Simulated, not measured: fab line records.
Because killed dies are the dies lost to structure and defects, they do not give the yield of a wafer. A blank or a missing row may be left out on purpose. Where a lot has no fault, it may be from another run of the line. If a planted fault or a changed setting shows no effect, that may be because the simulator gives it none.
Split-lot trial + flow berkeley cmos170 + on a route of 331 steps: 5 lots, 23 wafers read

## ABOUT THE SPLIT
At UCB170_SACOX_OXIDATION_01 (target thk 14.4 nm, ox time 2400 s), the setting temp c was moved away from the recipe's 900 C on 20 of the 23 wafers read, by -2.8% to +1.2%. The other wafers ran this setting at the recipe's value.

No step appears in the file between the split and the reading.

## THE READING
Values of SACOX_OXIDE_THK in nm from UCB170_SACOX_THK_MEAS_02. A value of 14.35 nm with a standard deviation of 0.22 nm is what fault-free wafers of this fab line usually give.

| wafer  | tool, chamber at the split | temp c as run, C | against the recipe | SACOX_OXIDE_THK, nm | against lot-mates on the recipe |
|--------|----------------------------|------------------|--------------------|---------------------|---------------------------------|
| L074.1 | furnace-04, 0              | 900              | recipe             | 14.34               | -                               |
| L074.5 | furnace-04, 0              | 900              | recipe             | 14.40               | -                               |
| L074.6 | furnace-04, 0              | 900              | recipe             | 14.41               | -                               |
| L076.1 | -, -                       | 910.4            | +1.2%              | 16.18               | no lot-mate on the recipe       |
| L076.2 | -, -                       | 910.4            | +1.2%              | 16.22               | no lot-mate on the recipe       |
| L076.3 | -, -                       | 910.4            | +1.2%              | 16.09               | no lot-mate on the recipe       |
| L076.4 | -, -                       | 910.4            | +1.2%              | 16.17               | no lot-mate on the recipe       |
| L076.6 | -, -                       | 910.4            | +1.2%              | 16.30               | no lot-mate on the recipe       |
| L078.1 | -, -                       | 880.5            | -2.2%              | 11.62               | no lot-mate on the recipe       |
| L078.2 | -, -                       | 880.5            | -2.2%              | 11.63               | no lot-mate on the recipe       |
| L078.3 | -, -                       | 880.5            | -2.2%              | 11.73               | no lot-mate on the recipe       |
| L078.4 | -, -                       | 880.5            | -2.2%              | 12.04               | no lot-mate on the recipe       |
| L078.5 | -, -                       | 880.5            | -2.2%              | 11.86               | no lot-mate on the recipe       |
| L077.1 | -, -                       | 909.8            | +1.1%              | 15.99               | no lot-mate on the recipe       |
| L077.2 | -, -                       | 909.8            | +1.1%              | 15.87               | no lot-mate on the recipe       |
| L077.3 | -, -                       | 909.8            | +1.1%              | 15.85               | no lot-mate on the recipe       |
| L077.4 | -, -                       | 909.8            | +1.1%              | 15.95               | no lot-mate on the recipe       |
| L077.6 | -, -                       | 909.8            | +1.1%              | 15.77               | no lot-mate on the recipe       |
| L079.1 | -, -                       | 874.4            | -2.8%              | 10.71               | no lot-mate on the recipe       |
| L079.3 | -, -                       | 874.4            | -2.8%              | 10.76               | no lot-mate on the recipe       |
| L079.4 | -, -                       | 874.4            | -2.8%              | 10.71               | no lot-mate on the recipe       |
| L079.5 | -, -                       | 874.4            | -2.8%              | 11.13               | no lot-mate on the recipe       |
| L079.6 | -, -                       | 874.4            | -2.8%              | 10.75               | no lot-mate on the recipe       |

FIT RESULTS
A straight line over all 23 wafers: SACOX_OXIDE_THK changes by +1.31 nm for each +1% of temp c; r = +1.00; the points scatter about the line by 0.16 nm.
Too few moved wafers have a lot-mate on the recipe to fit a line with each lot's own level taken away.

## THE WHOLE CHAIN: every reading that the file lists as answering this split, in the file's order
| step                      | what it does                       | reading                                                                            | change (the file's fit)              | r (the file's) |
|---------------------------|------------------------------------|------------------------------------------------------------------------------------|--------------------------------------|----------------|
| UCB170_SACOX_OXIDATION_01 | target thk 14.4 nm, ox time 2400 s | SiO2_of_SACOX_OXIDATION_01.thk nm (the simulator's own value, which no gauge read) | +1.31 nm for each +1% of the setting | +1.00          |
| UCB170_SACOX_THK_MEAS_02  |                                    | SACOX_OXIDE_THK                                                                    | +1.31 for each +1% of the setting    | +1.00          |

## FILE'S OWN FIT
SACOX_OXIDE_THK changes by +1.31 nm for each +1% of temp c, r = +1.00.
